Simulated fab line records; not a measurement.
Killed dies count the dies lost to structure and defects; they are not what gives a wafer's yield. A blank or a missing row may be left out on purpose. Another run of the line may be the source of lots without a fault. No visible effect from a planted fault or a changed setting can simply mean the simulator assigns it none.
fab line records :: flow ritCmos
record
  lots=5
  wafers=15
  lastDay=7
route steps=202 shown M1@184
lots untouched by any fault: they come from a run of this same line in which no faults occurred
startH: hours from the record's opening day to when the first of the lot's shown wafers began :: waitH: hours from the lot's prior step to this one :: " the same as in the row above :: L1.1+2: a single row standing in for several wafers :: - no value, or no start was given :: * or withheld: withheld :: < > ~ a bound
route shown NAME@n: a module of which the file shows steps, and the number in the route of the first :: usual: mean and standard deviation over wafers with no fault :: same: alike in all rows :: chamber/n: place in a boat :: sites: per-site readings :: _std_site: their standard deviation :: _edge_site: inner sites' mean taken away from outer sites' mean :: radiusMm: for every site, how far away it sits from the centre of the wafer :: mask NAME#n: copy n :: behind: the tool/chamber that last shaped the wafer :: hold: why the lot went on hold/how many hours it stayed there/how the hold came to an end :: device: whichever transistor did not switch (one of n, p or np) :: end of line: tests run on the same wafers once the route is complete :: for a step that has no rows: nothing shown but its recipe :: killed: count of dies lost to structure and defects at first sort (not the wafer's yield) :: map: a wafer's dies, marking killed ones x, the rest . and places with no die _
set.NAME: the setting the step ran with; set.NAME@STEP: the setting that earlier step ran with :: model.NAME: the simulator's own value behind a step, which no gauge read
lots seen at some steps along the route; tables by step, rows by wafer
services: a tool's chamber out of use, with start hour (startH, from the record's first day; less than 0 if before it), hours out, and reason
## steps
# step RIT_M1_SPUTTER_00
# recipe
  material=Al
  targetThkNm=400
  powerW=2000
  chamberPressurePa=0.4
  gas=Ar
  timeS=500
  substrateTempC=25
# usual
  substrateTempC=24.98/0.1
  throttleValvePct=30.3/0.98
lot.wafer: L153.1
tool: pvdSputter-02
chamber: -
startH: 53.15
waitH: 0.0
substrateTempC: 24.86
throttleValvePct: 31.0

lot.wafer: L153.4
tool: pvdSputter-02
chamber: -
startH: 53.15
waitH: 0.0
substrateTempC: 25.14
throttleValvePct: 29.3

lot.wafer: L153.5
tool: pvdSputter-02
chamber: -
startH: 53.15
waitH: 0.0
substrateTempC: 24.92
throttleValvePct: 31.0

lot.wafer: L156.2
tool: pvdSputter-04
chamber: -
startH: 68.64
waitH: 0.0
substrateTempC: 25.18
throttleValvePct: 31.1

lot.wafer: L156.4
tool: pvdSputter-04
chamber: -
startH: 68.64
waitH: 0.0
substrateTempC: 25.02
throttleValvePct: 29.9

lot.wafer: L156.5
tool: pvdSputter-04
chamber: -
startH: 68.64
waitH: 0.0
substrateTempC: 25.02
throttleValvePct: 30.5

lot.wafer: L163.1
tool: pvdSputter-01
chamber: -
startH: 102.31
waitH: 0.0
substrateTempC: 24.94
throttleValvePct: 32.0

lot.wafer: L163.2
tool: pvdSputter-01
chamber: -
startH: 102.31
waitH: 0.0
substrateTempC: 25.12
throttleValvePct: 29.0

lot.wafer: L163.5
tool: pvdSputter-01
chamber: -
startH: 102.31
waitH: 0.0
substrateTempC: 25.01
throttleValvePct: 29.6

lot.wafer: L168.1
tool: pvdSputter-01
chamber: -
startH: 128.21
waitH: 0.0
substrateTempC: 24.99
throttleValvePct: 32.1

lot.wafer: L168.4
tool: pvdSputter-01
chamber: -
startH: 128.21
waitH: 0.0
substrateTempC: 24.63
throttleValvePct: 29.6

lot.wafer: L168.6
tool: pvdSputter-01
chamber: -
startH: 128.21
waitH: 0.0
substrateTempC: 24.87
throttleValvePct: 29.3

lot.wafer: L173.1
tool: pvdSputter-04
chamber: -
startH: 154.79
waitH: 0.0
substrateTempC: 24.95
throttleValvePct: 30.1

lot.wafer: L173.2
tool: pvdSputter-04
chamber: -
startH: 154.79
waitH: 0.0
substrateTempC: 24.96
throttleValvePct: 29.5

lot.wafer: L173.3
tool: pvdSputter-04
chamber: -
startH: 154.79
waitH: 0.0
substrateTempC: 24.88
throttleValvePct: 30.7
# step RIT_M1_RS_MEAS_01
# recipe
  thkMeasGauge=four-point-probe
  reads=Al_of_M1_SPUTTER_00
# usual
  M1_AL_RS=0.0733/0.00074
lot.wafer: L153.1
tool: filmMetro-02
chamber: -
startH: 53.44
waitH: 0.1
M1_AL_RS[ohm/sq]: 0.0735

lot.wafer: L153.4
tool: filmMetro-02
chamber: -
startH: 53.44
waitH: 0.1
M1_AL_RS[ohm/sq]: 0.0731

lot.wafer: L153.5
tool: filmMetro-02
chamber: -
startH: 53.44
waitH: 0.1
M1_AL_RS[ohm/sq]: 0.0724

lot.wafer: L156.2
tool: filmMetro-04
chamber: -
startH: 68.96
waitH: 0.2
M1_AL_RS[ohm/sq]: 0.0722

lot.wafer: L156.4
tool: filmMetro-04
chamber: -
startH: 68.96
waitH: 0.2
M1_AL_RS[ohm/sq]: 0.0731

lot.wafer: L156.5
tool: filmMetro-04
chamber: -
startH: 68.96
waitH: 0.2
M1_AL_RS[ohm/sq]: 0.0729

lot.wafer: L163.1
tool: filmMetro-02
chamber: -
startH: 102.61
waitH: 0.1
M1_AL_RS[ohm/sq]: 0.0729

lot.wafer: L163.2
tool: filmMetro-02
chamber: -
startH: 102.61
waitH: 0.1
M1_AL_RS[ohm/sq]: 0.0732

lot.wafer: L163.5
tool: filmMetro-02
chamber: -
startH: 102.61
waitH: 0.1
M1_AL_RS[ohm/sq]: 0.0741

lot.wafer: L168.1
tool: filmMetro-04
chamber: -
startH: 128.51
waitH: 0.1
M1_AL_RS[ohm/sq]: 0.0736

lot.wafer: L168.4
tool: filmMetro-04
chamber: -
startH: 128.51
waitH: 0.1
M1_AL_RS[ohm/sq]: 0.0729

lot.wafer: L168.6
tool: filmMetro-04
chamber: -
startH: 128.51
waitH: 0.1
M1_AL_RS[ohm/sq]: 0.0730

lot.wafer: L173.1
tool: filmMetro-02
chamber: -
startH: 155.11
waitH: 0.2
M1_AL_RS[ohm/sq]: 0.0738

lot.wafer: L173.2
tool: filmMetro-02
chamber: -
startH: 155.11
waitH: 0.2
M1_AL_RS[ohm/sq]: 0.0735

lot.wafer: L173.3
tool: filmMetro-02
chamber: -
startH: 155.11
waitH: 0.2
M1_AL_RS[ohm/sq]: 0.0725
# step RIT_M1_THK_MEAS_02
# recipe
  thkMeasGauge=xrf
  reads=Al_of_M1_SPUTTER_00
# usual
  M1_AL_THK=398/4.8
lot.wafer: L153.1
tool: filmMetro-02
chamber: -
startH: 53.56
waitH: 0.1
M1_AL_THK[nm]: 398

lot.wafer: L153.4
tool: filmMetro-02
chamber: -
startH: 53.56
waitH: 0.1
M1_AL_THK[nm]: 402

lot.wafer: L153.5
tool: filmMetro-02
chamber: -
startH: 53.56
waitH: 0.1
M1_AL_THK[nm]: 406

lot.wafer: L156.2
tool: filmMetro-04
chamber: -
startH: 69.07
waitH: 0.1
M1_AL_THK[nm]: 402

lot.wafer: L156.4
tool: filmMetro-04
chamber: -
startH: 69.07
waitH: 0.1
M1_AL_THK[nm]: 397

lot.wafer: L156.5
tool: filmMetro-04
chamber: -
startH: 69.07
waitH: 0.1
M1_AL_THK[nm]: 398

lot.wafer: L163.1
tool: filmMetro-02
chamber: -
startH: 102.73
waitH: 0.1
M1_AL_THK[nm]: 400

lot.wafer: L163.2
tool: filmMetro-02
chamber: -
startH: 102.73
waitH: 0.1
M1_AL_THK[nm]: 397

lot.wafer: L163.5
tool: filmMetro-02
chamber: -
startH: 102.73
waitH: 0.1
M1_AL_THK[nm]: 393

lot.wafer: L168.1
tool: filmMetro-04
chamber: -
startH: 128.63
waitH: 0.1
M1_AL_THK[nm]: 397

lot.wafer: L168.4
tool: filmMetro-04
chamber: -
startH: 128.63
waitH: 0.1
M1_AL_THK[nm]: 401

lot.wafer: L168.6
tool: filmMetro-04
chamber: -
startH: 128.63
waitH: 0.1
M1_AL_THK[nm]: 399

lot.wafer: L173.1
tool: filmMetro-02
chamber: -
startH: 155.23
waitH: 0.1
M1_AL_THK[nm]: 400

lot.wafer: L173.2
tool: filmMetro-02
chamber: -
startH: 155.23
waitH: 0.1
M1_AL_THK[nm]: 405

lot.wafer: L173.3
tool: filmMetro-02
chamber: -
startH: 155.23
waitH: 0.1
M1_AL_THK[nm]: 405
# step RIT_M1_HMDS_03
# recipe
  primeTimeS=60
  primeTempC=140
# step RIT_M1_COAT_04
# recipe
  resist=NOVOLAK
  spinRpm=2000
  resistThkNm=1300
# step RIT_M1_SOFTBAKE_05
# recipe
  resist=NOVOLAK
  tempC=90
  timeS=60
# step RIT_M1_EXPOSE_06
# recipe
  maskId=M12
  na=0.6
  sourceShape=conventional
  sigmaOuter=0.5
  targetCdNm=2600
  doseMj=255.8
# step RIT_M1_PEB_07
# recipe
  resist=NOVOLAK
  tempC=withheld
  timeS=withheld
# step RIT_M1_DEVELOP_08
# recipe
  resist=NOVOLAK
  developTimeS=68
  devTempC=23
# step RIT_M1_CD_MEAS_09
# recipe
  targetCdNm=2600
# usual
  cdNm=2600.2/2.4
lot.wafer: L153.1
tool: cdSem-02
chamber: -
startH: 54.50
waitH: -
cdNm: 2597.5

lot.wafer: L153.4
tool: cdSem-02
chamber: -
startH: 54.50
waitH: -
cdNm: 2597.5

lot.wafer: L153.5
tool: cdSem-02
chamber: -
startH: 54.50
waitH: -
cdNm: 2597.6

lot.wafer: L156.2
tool: cdSem-01
chamber: -
startH: 70.02
waitH: -
cdNm: 2602.3

lot.wafer: L156.4
tool: cdSem-01
chamber: -
startH: 70.02
waitH: -
cdNm: 2599.8

lot.wafer: L156.5
tool: cdSem-01
chamber: -
startH: 70.02
waitH: -
cdNm: 2599.9

lot.wafer: L163.1
tool: cdSem-02
chamber: -
startH: 103.67
waitH: -
cdNm: 2600.8

lot.wafer: L163.2
tool: cdSem-02
chamber: -
startH: 103.67
waitH: -
cdNm: 2598.5

lot.wafer: L163.5
tool: cdSem-02
chamber: -
startH: 103.67
waitH: -
cdNm: 2598.2

lot.wafer: L168.1
tool: cdSem-02
chamber: -
startH: 129.57
waitH: -
cdNm: 2600.6

lot.wafer: L168.4
tool: cdSem-02
chamber: -
startH: 129.57
waitH: -
cdNm: 2599.1

lot.wafer: L168.6
tool: cdSem-02
chamber: -
startH: 129.57
waitH: -
cdNm: 2601.8

lot.wafer: L173.1
tool: cdSem-02
chamber: -
startH: 156.17
waitH: -
cdNm: 2601.9

lot.wafer: L173.2
tool: cdSem-02
chamber: -
startH: 156.17
waitH: -
cdNm: 2603.4

lot.wafer: L173.3
tool: cdSem-02
chamber: -
startH: 156.17
waitH: -
cdNm: 2602.6
# step RIT_M1_OVL_MEAS_10
# usual
  M1_OVL=-1.3/1.7
lot.wafer: L153.1
tool: overlay-01
chamber: -
startH: 54.62
waitH: 0.1
M1_OVL[nm]: 1.2

lot.wafer: L153.4
tool: overlay-01
chamber: -
startH: 54.62
waitH: 0.1
M1_OVL[nm]: 2.1

lot.wafer: L153.5
tool: overlay-01
chamber: -
startH: 54.62
waitH: 0.1
M1_OVL[nm]: -0.7

lot.wafer: L156.2
tool: overlay-02
chamber: -
startH: 70.12
waitH: 0.1
M1_OVL[nm]: -1.0

lot.wafer: L156.4
tool: overlay-02
chamber: -
startH: 70.12
waitH: 0.1
M1_OVL[nm]: 1.0

lot.wafer: L156.5
tool: overlay-02
chamber: -
startH: 70.12
waitH: 0.1
M1_OVL[nm]: -0.5

lot.wafer: L163.1
tool: overlay-02
chamber: -
startH: 103.79
waitH: 0.1
M1_OVL[nm]: -1.9

lot.wafer: L163.2
tool: overlay-02
chamber: -
startH: 103.79
waitH: 0.1
M1_OVL[nm]: -2.3

lot.wafer: L163.5
tool: overlay-02
chamber: -
startH: 103.79
waitH: 0.1
M1_OVL[nm]: -1.1

lot.wafer: L168.1
tool: overlay-02
chamber: -
startH: 129.69
waitH: 0.1
M1_OVL[nm]: -3.3

lot.wafer: L168.4
tool: overlay-02
chamber: -
startH: 129.69
waitH: 0.1
M1_OVL[nm]: -3.9

lot.wafer: L168.6
tool: overlay-02
chamber: -
startH: 129.69
waitH: 0.1
M1_OVL[nm]: -2.5

lot.wafer: L173.1
tool: overlay-02
chamber: -
startH: 156.29
waitH: 0.1
M1_OVL[nm]: -2.7

lot.wafer: L173.2
tool: overlay-02
chamber: -
startH: 156.29
waitH: 0.1
M1_OVL[nm]: -3.2

lot.wafer: L173.3
tool: overlay-02
chamber: -
startH: 156.29
waitH: 0.1
M1_OVL[nm]: -3.0
# step RIT_M1_HARDBAKE_11
# recipe
  resist=NOVOLAK
  tempC=140
  timeS=120
# step RIT_M1_METAL_ETCH_12
# recipe
  stopOn=SiO2
  chemistry=Cl2/BCl3
  target=Al
  timeS=165
  overEtchFrac=0.5
  pressureMtorr=100
  targetDepthA=6000
  rfW=250
  Cl2_flow_sccm=60
  bcl3FlowSccm=50
# usual
  drypumpMotorCurrentA=5.6/0.47
  heBacksideLeakSccm=3.5/0.33
  oesProductAu=0.775/0.016
  throttleValvePct=8.21/0.066
lot.wafer: L153.1
tool: rieMetal-04
chamber: 1
startH: 54.91
waitH: 0.2
drypumpMotorCurrentA: 6.2
heBacksideLeakSccm: 2.9
oesProductAu: 0.789
rfHoursCounterH: 4
throttleValvePct: 8.17
model.NOVOLAK_of_M1_COAT_04.thkNm: 809.5
model.M1.featureDepthNm: 431.3
model.SiO2_of_CONTACT_CVD_00.thkNm: 369.7

lot.wafer: L153.4
tool: rieMetal-04
chamber: 0
startH: 54.91
waitH: 0.2
drypumpMotorCurrentA: 4.8
heBacksideLeakSccm: 3.4
oesProductAu: 0.761
rfHoursCounterH: -
throttleValvePct: 8.31
model.NOVOLAK_of_M1_COAT_04.thkNm: 804.7
model.M1.featureDepthNm: 433.4
model.SiO2_of_CONTACT_CVD_00.thkNm: 372.7

lot.wafer: L153.5
tool: rieMetal-04
chamber: 1
startH: 54.91
waitH: 0.2
drypumpMotorCurrentA: 6.2
heBacksideLeakSccm: 3.0
oesProductAu: 0.797
rfHoursCounterH: -
throttleValvePct: 8.16
model.NOVOLAK_of_M1_COAT_04.thkNm: 813.7
model.M1.featureDepthNm: 436.1
model.SiO2_of_CONTACT_CVD_00.thkNm: 375.5

lot.wafer: L156.2
tool: rieMetal-04
chamber: 1
startH: 70.42
waitH: 0.2
drypumpMotorCurrentA: 6.2
heBacksideLeakSccm: 3.2
oesProductAu: 0.792
rfHoursCounterH: 4
throttleValvePct: 8.18
model.NOVOLAK_of_M1_COAT_04.thkNm: 818.2
model.M1.featureDepthNm: 437.8
model.SiO2_of_CONTACT_CVD_00.thkNm: 370.1

lot.wafer: L156.4
tool: rieMetal-04
chamber: 0
startH: 70.42
waitH: 0.2
drypumpMotorCurrentA: 4.8
heBacksideLeakSccm: 3.4
oesProductAu: 0.754
rfHoursCounterH: -
throttleValvePct: 8.32
model.NOVOLAK_of_M1_COAT_04.thkNm: 812.1
model.M1.featureDepthNm: 434
model.SiO2_of_CONTACT_CVD_00.thkNm: 371.8

lot.wafer: L156.5
tool: rieMetal-04
chamber: 0
startH: 70.42
waitH: 0.2
drypumpMotorCurrentA: 4.8
heBacksideLeakSccm: 3.0
oesProductAu: 0.765
rfHoursCounterH: -
throttleValvePct: 8.33
model.NOVOLAK_of_M1_COAT_04.thkNm: 814.7
model.M1.featureDepthNm: 435.2
model.SiO2_of_CONTACT_CVD_00.thkNm: 380.1

lot.wafer: L163.1
tool: rieMetal-03
chamber: 1
startH: 104.07
waitH: 0.2
drypumpMotorCurrentA: 5.8
heBacksideLeakSccm: 3.4
oesProductAu: 0.756
rfHoursCounterH: 36
throttleValvePct: 8.18
model.NOVOLAK_of_M1_COAT_04.thkNm: 803.2
model.M1.featureDepthNm: 435
model.SiO2_of_CONTACT_CVD_00.thkNm: 368.1

lot.wafer: L163.2
tool: rieMetal-03
chamber: 0
startH: 104.07
waitH: 0.2
drypumpMotorCurrentA: 6.0
heBacksideLeakSccm: 3.8
oesProductAu: 0.766
rfHoursCounterH: 37
throttleValvePct: 8.19
model.NOVOLAK_of_M1_COAT_04.thkNm: 826.4
model.M1.featureDepthNm: 431
model.SiO2_of_CONTACT_CVD_00.thkNm: 374.9

lot.wafer: L163.5
tool: rieMetal-03
chamber: 1
startH: 104.07
waitH: 0.2
drypumpMotorCurrentA: 5.8
heBacksideLeakSccm: 3.2
oesProductAu: 0.755
rfHoursCounterH: -
throttleValvePct: 8.18
model.NOVOLAK_of_M1_COAT_04.thkNm: 799.4
model.M1.featureDepthNm: 429.2
model.SiO2_of_CONTACT_CVD_00.thkNm: 374.4

lot.wafer: L168.1
tool: rieMetal-04
chamber: 1
startH: 129.97
waitH: 0.2
drypumpMotorCurrentA: 6.2
heBacksideLeakSccm: 3.1
oesProductAu: 0.796
rfHoursCounterH: 4
throttleValvePct: 8.18
model.NOVOLAK_of_M1_COAT_04.thkNm: 821.6
model.M1.featureDepthNm: 431
model.SiO2_of_CONTACT_CVD_00.thkNm: 374.5

lot.wafer: L168.4
tool: rieMetal-04
chamber: 1
startH: 129.97
waitH: 0.2
drypumpMotorCurrentA: 6.2
heBacksideLeakSccm: 3.3
oesProductAu: 0.798
rfHoursCounterH: -
throttleValvePct: 8.20
model.NOVOLAK_of_M1_COAT_04.thkNm: 824.4
model.M1.featureDepthNm: 433.8
model.SiO2_of_CONTACT_CVD_00.thkNm: 380

lot.wafer: L168.6
tool: rieMetal-04
chamber: 0
startH: 129.97
waitH: 0.2
drypumpMotorCurrentA: 4.8
heBacksideLeakSccm: 3.6
oesProductAu: 0.773
rfHoursCounterH: -
throttleValvePct: 8.30
model.NOVOLAK_of_M1_COAT_04.thkNm: 821.5
model.M1.featureDepthNm: 434.5
model.SiO2_of_CONTACT_CVD_00.thkNm: 378.4

lot.wafer: L173.1
tool: rieMetal-03
chamber: 0
startH: 156.58
waitH: 0.2
drypumpMotorCurrentA: 6.0
heBacksideLeakSccm: 3.6
oesProductAu: 0.789
rfHoursCounterH: 0
throttleValvePct: 8.19
model.NOVOLAK_of_M1_COAT_04.thkNm: 822.6
model.M1.featureDepthNm: 429.2
model.SiO2_of_CONTACT_CVD_00.thkNm: 361.9

lot.wafer: L173.2
tool: rieMetal-03
chamber: 1
startH: 156.58
waitH: 0.2
drypumpMotorCurrentA: 5.8
heBacksideLeakSccm: 3.6
oesProductAu: 0.792
rfHoursCounterH: 0
throttleValvePct: 8.18
model.NOVOLAK_of_M1_COAT_04.thkNm: 698.7
model.M1.featureDepthNm: 443.6
model.SiO2_of_CONTACT_CVD_00.thkNm: 359.1

lot.wafer: L173.3
tool: rieMetal-03
chamber: 1
startH: 156.58
waitH: 0.2
drypumpMotorCurrentA: 5.9
heBacksideLeakSccm: 3.4
oesProductAu: 0.790
rfHoursCounterH: -
throttleValvePct: 8.17
model.NOVOLAK_of_M1_COAT_04.thkNm: 701.8
model.M1.featureDepthNm: 448.2
model.SiO2_of_CONTACT_CVD_00.thkNm: 357.6
# step RIT_M1_STRIP_13
# recipe
  chemistry=nmp
  resist=NOVOLAK
  tempC=80
  timeS=600
  dry=n2Spin
# step RIT_M1_PROBE_99
# usual
  defectLimitedYield=97.4/1.2
  killedAtContacts=0.1/0.34
  killedAtFrontEnd=7/3
  killedDies=7/3.1
  killedOpen=3.4/1.9
  killedShort=3.4/2.1
  sort_bin_3_pad_short=0.1/0.2
  sort_bin_5_function=1.5/0.83
  sort_bin_6_memory=1.0/0.66
  sortNPass=257/3.1
  sortYieldPct=97.4/1.2
# same
  grossDies=264
  killed_at_M0_to_M3=0
  killed_at_M4_up=0
  killedAtBackSide=0
  killedAtOther=0
lot.wafer: L156.2
tool: prober-01
chamber: -
startH: 73.72
waitH: 0.1
defectLimitedYield[%]: 96.6
killedAtContacts: 0
killedAtFrontEnd: 9
killedDies: 9
killedOpen: 7
killedShort: 2
sort_bin_3_pad_short[%]: 0
sort_bin_5_function[%]: 1.9
sort_bin_6_memory[%]: 1.5
sortNPass: 255
sortYieldPct[%]: 96.6
model.etest.antennaM1.vtShiftV: -0.008204

lot.wafer: L156.4
tool: prober-01
chamber: -
startH: 73.82
waitH: 0.2
defectLimitedYield[%]: 97.7
killedAtContacts: 0
killedAtFrontEnd: 6
killedDies: 6
killedOpen: 3
killedShort: 3
sort_bin_3_pad_short[%]: 0
sort_bin_5_function[%]: 0.8
sort_bin_6_memory[%]: 1.5
sortNPass: 258
sortYieldPct[%]: 97.7
model.etest.antennaM1.vtShiftV: -0.01047

lot.wafer: L156.5
tool: prober-01
chamber: -
startH: 73.87
waitH: 0.2
defectLimitedYield[%]: 98.1
killedAtContacts: 0
killedAtFrontEnd: 5
killedDies: 5
killedOpen: 2
killedShort: 3
sort_bin_3_pad_short[%]: 0
sort_bin_5_function[%]: 1.1
sort_bin_6_memory[%]: 0.8
sortNPass: 259
sortYieldPct[%]: 98.1
model.etest.antennaM1.vtShiftV: -0.01118

lot.wafer: L163.1
tool: prober-02
chamber: -
startH: 106.32
waitH: 0.1
defectLimitedYield[%]: 98.5
killedAtContacts: 0
killedAtFrontEnd: 4
killedDies: 4
killedOpen: 4
killedShort: 0
sort_bin_3_pad_short[%]: 0
sort_bin_5_function[%]: 0.8
sort_bin_6_memory[%]: 0.8
sortNPass: 260
sortYieldPct[%]: 98.5
model.etest.antennaM1.vtShiftV: -0.01328

lot.wafer: L163.2
tool: prober-02
chamber: -
startH: 106.37
waitH: 0.1
defectLimitedYield[%]: 98.9
killedAtContacts: 0
killedAtFrontEnd: 3
killedDies: 3
killedOpen: 1
killedShort: 2
sort_bin_3_pad_short[%]: 0
sort_bin_5_function[%]: 0.4
sort_bin_6_memory[%]: 0.8
sortNPass: 261
sortYieldPct[%]: 98.9
model.etest.antennaM1.vtShiftV: -0.01248

lot.wafer: L163.5
tool: prober-02
chamber: -
startH: 106.52
waitH: 0.2
defectLimitedYield[%]: 99.2
killedAtContacts: 0
killedAtFrontEnd: 2
killedDies: 2
killedOpen: 0
killedShort: 2
sort_bin_3_pad_short[%]: 0
sort_bin_5_function[%]: 0.4
sort_bin_6_memory[%]: 0.4
sortNPass: 262
sortYieldPct[%]: 99.2
model.etest.antennaM1.vtShiftV: -0.01054

lot.wafer: L168.1
tool: prober-01
chamber: -
startH: 132.24
waitH: 0.1
defectLimitedYield[%]: 97.7
killedAtContacts: 0
killedAtFrontEnd: 6
killedDies: 6
killedOpen: 3
killedShort: 3
sort_bin_3_pad_short[%]: 0
sort_bin_5_function[%]: 1.1
sort_bin_6_memory[%]: 1.1
sortNPass: 258
sortYieldPct[%]: 97.7
model.etest.antennaM1.vtShiftV: -0.01123

lot.wafer: L168.4
tool: prober-01
chamber: -
startH: 132.39
waitH: 0.2
defectLimitedYield[%]: 97.7
killedAtContacts: 0
killedAtFrontEnd: 6
killedDies: 6
killedOpen: 2
killedShort: 4
sort_bin_3_pad_short[%]: 0
sort_bin_5_function[%]: 2.3
sort_bin_6_memory[%]: 0
sortNPass: 258
sortYieldPct[%]: 97.7
model.etest.antennaM1.vtShiftV: -0.01259

lot.wafer: L168.6
tool: prober-01
chamber: -
startH: 132.49
waitH: 0.2
defectLimitedYield[%]: 96.2
killedAtContacts: 0
killedAtFrontEnd: 10
killedDies: 10
killedOpen: 5
killedShort: 5
sort_bin_3_pad_short[%]: 0.8
sort_bin_5_function[%]: 1.9
sort_bin_6_memory[%]: 1.1
sortNPass: 254
sortYieldPct[%]: 96.2
model.etest.antennaM1.vtShiftV: -0.01248

lot.wafer: L173.1
tool: prober-01
chamber: -
startH: 158.83
waitH: 0.1
defectLimitedYield[%]: 98.1
killedAtContacts: 0
killedAtFrontEnd: 5
killedDies: 5
killedOpen: 3
killedShort: 2
sort_bin_3_pad_short[%]: 0
sort_bin_5_function[%]: 1.1
sort_bin_6_memory[%]: 0.8
sortNPass: 259
sortYieldPct[%]: 98.1
model.etest.antennaM1.vtShiftV: -0.009282

lot.wafer: L173.2
tool: prober-01
chamber: -
startH: 158.88
waitH: 0.1
defectLimitedYield[%]: 97.3
killedAtContacts: 0
killedAtFrontEnd: 7
killedDies: 7
killedOpen: 6
killedShort: 1
sort_bin_3_pad_short[%]: 0.4
sort_bin_5_function[%]: 1.1
sort_bin_6_memory[%]: 1.1
sortNPass: 257
sortYieldPct[%]: 97.3
model.etest.antennaM1.vtShiftV: -0.02179

lot.wafer: L173.3
tool: prober-01
chamber: -
startH: 158.93
waitH: 0.2
defectLimitedYield[%]: 98.1
killedAtContacts: 0
killedAtFrontEnd: 5
killedDies: 5
killedOpen: 2
killedShort: 3
sort_bin_3_pad_short[%]: 0.4
sort_bin_5_function[%]: 1.1
sort_bin_6_memory[%]: 0.4
sortNPass: 259
sortYieldPct[%]: 98.1
model.etest.antennaM1.vtShiftV: -0.01913
# killed by level:class
L156.2 GATE:geometricParticle:open=4 FOX1:geometricParticle:open=2 GATE:geometricParticle:short=1 SPACER:geometricParticle:short=1 SILICIDE:geometricParticle:open=1
L156.4 GATE:geometricParticle:short=2 GATE:geometricParticle:open=2 FOX1:geometricParticle:short=1 SILICIDE:geometricParticle:open=1
L156.5 FOX1:geometricParticle:short=1 FOX2:geometricParticle:short=1 FOX2:geometricParticle:open=1 REOX:geometricParticle:open=1 SPACER:geometricParticle:short=1
L163.1 SPACER:geometricParticle:open=2 FOX1:geometricParticle:open=1 GATE:geometricParticle:open=1
L163.2 FOX1:geometricParticle:open=1 FOX1:geometricParticle:short=1 GATE:geometricParticle:short=1
L163.5 FOX1:geometricParticle:short=1 SPACER:geometricParticle:short=1
L168.1 GATE:geometricParticle:short=3 FOX1:geometricParticle:open=1 SPACER:geometricParticle:open=1 SILICIDE:geometricParticle:open=1
L168.4 GATE:geometricParticle:short=2 FOX1:geometricParticle:short=1 FOX2:geometricParticle:short=1 GATE:geometricParticle:open=1 SPACER:geometricParticle:open=1
L168.6 GATE:geometricParticle:short=2 SILICIDE:geometricParticle:open=2 FOX1:geometricParticle:open=1 FOX2:geometricParticle:open=1 REOX:geometricParticle:short=1 SPACER:geometricParticle:short=1 SPACER:geometricParticle:open=1 SILICIDE:geometricParticle:short=1
L173.1 SPACER:geometricParticle:open=2 SPACER:geometricParticle:short=2 SILICIDE:geometricParticle:open=1
L173.2 GATE:geometricParticle:open=4 GATE:geometricParticle:short=1 REOX:geometricParticle:open=1 SILICIDE:geometricParticle:open=1
L173.3 FOX2:geometricParticle:short=1 GATE:geometricParticle:short=1 GATE:geometricParticle:open=1 SILICIDE:geometricParticle:short=1 SILICIDE:geometricParticle:open=1
## services
tool: pvdSputter-04
chamber: -
startH: 49.76
hours: 2.7
kind: repair

tool: pvdSputter-02
chamber: -
startH: 104.56
hours: 4.8
kind: repair

tool: pvdSputter-04
chamber: -
startH: 123.40
hours: 1.7
kind: repair

tool: pvdSputter-02
chamber: -
startH: 133.29
hours: 6.5
kind: repair

tool: rieMetal-03
chamber: -
startH: 136.12
hours: 20.0
kind: pm

tool: rieMetal-03
chamber: 0
startH: 136.12
hours: 20.0
kind: ventCycle

tool: rieMetal-03
chamber: 1
startH: 136.12
hours: 20.0
kind: ventCycle

tool: rieMetal-04
chamber: 1
startH: 142.87
hours: 8.8
kind: repair

tool: rieMetal-03
chamber: 0
startH: 156.12
hours: -
kind: clean

tool: rieMetal-03
chamber: 1
startH: 156.12
hours: -
kind: clean
## key
firstSign none at tools or gauges
modelEffect
  step=RIT_M1_METAL_ETCH_12
  value=NOVOLAK_of_M1_COAT_04.thkNm
  without=810.3
  struck=700.2
modelEffect
  step=RIT_M1_PROBE_99
  value=etest.antennaM1.vtShiftV
  without=-0.009233
  struck=-0.02046
metAt RIT_M1_METAL_ETCH_12
struckWafers L173.2,L173.3
onsetBetween 104.07 156.58
fault
  kind=processParameterDrift
  tool=rieMetal-03
  chamber=1
  onsetH=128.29
  steps=RIT_M1_METAL_ETCH_12
  channel=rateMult
  offset=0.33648
  shape=step
  endH=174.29
